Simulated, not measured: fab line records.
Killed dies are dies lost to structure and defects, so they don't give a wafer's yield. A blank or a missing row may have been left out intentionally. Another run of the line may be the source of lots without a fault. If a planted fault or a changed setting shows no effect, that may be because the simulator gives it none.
What tool caused it? | flow ritCmos | 7 lots, 21 wafers sampled, at 2 steps of a route of 202

## WHAT EACH GAUGE READ, for each wafer
RIT_ACTIVE_THK_MEAS_02.
lot  | measured    | on           | ACTIVE_OXIDE_THK (nm)
L680 | day 1 22:04 | filmMetro-02 | 45.6 46.0 45.8
L682 | day 2 08:03 | filmMetro-01 | 47.9 48.0 46.4
L684 | day 2 19:20 | filmMetro-01 | 47.0 47.9 48.3
L687 | day 3 09:03 | filmMetro-02 | 47.7 47.7 47.6
L691 | day 4 07:34 | filmMetro-02 | 53.9 54.2 54.5 53.8 54.3 54.6
L695 | day 5 01:04 | filmMetro-03 | 46.7 46.9 46.4
L701 | day 6 07:03 | filmMetro-01 | 48.3 48.2 47.4

## EACH LOT AND THE TOOL THAT RAN IT (in order: tool; ch and the chambers of the sampled wafers; start)
lot  | RIT_ACTIVE_OXIDATION_01
L680 | furnace-04 ch 0, day 1 20:07
L682 | furnace-01 ch 0, day 2 06:07
L684 | furnace-01 ch 0, day 2 17:24
L687 | furnace-01 ch 0, day 3 07:07
L691 | furnace-04 ch 0, day 4 05:38
L695 | furnace-01 ch 0, day 4 23:07
L701 | furnace-01 ch 0, day 6 05:07
- RIT_ACTIVE_OXIDATION_01: target thk 46.8 nm, ox time 3360 s.

## THE ANSWER, worked out from the rows above alone
Rule: the usual values come from the lots themselves. The widest of any qualifying gaps counts: lots, ordered by their means at a reading, are off when they make up no more than a third of the lots, leave a main group of 4 or more, and stand apart from it by 3 or more times the standard deviation of that group's means. A main group whose means are all the same, to the digits that the tables above print for the reading, isn't used. Also off: a lot with no number at a reading for which 4 or more lots have one. All remaining lots with rows at the step are treated as sound.
Off: L691, seen at RIT_ACTIVE_THK_MEAS_02 (ACTIVE_OXIDE_THK). The main group has a mean of 47.2 nm with a standard deviation of 0.75.
A tool fits if, at a process step before that reading, it ran every lot that is off, and no sound lot after the first of them. The gauges at RIT_ACTIVE_THK_MEAS_02 are tried like those tools. 2 tools fit, furnace-04 at RIT_ACTIVE_OXIDATION_01 and filmMetro-02 at RIT_ACTIVE_THK_MEAS_02, so this cannot tell which one it is.

## WHAT HAD BEEN PUT IN BY THE SIMULATOR
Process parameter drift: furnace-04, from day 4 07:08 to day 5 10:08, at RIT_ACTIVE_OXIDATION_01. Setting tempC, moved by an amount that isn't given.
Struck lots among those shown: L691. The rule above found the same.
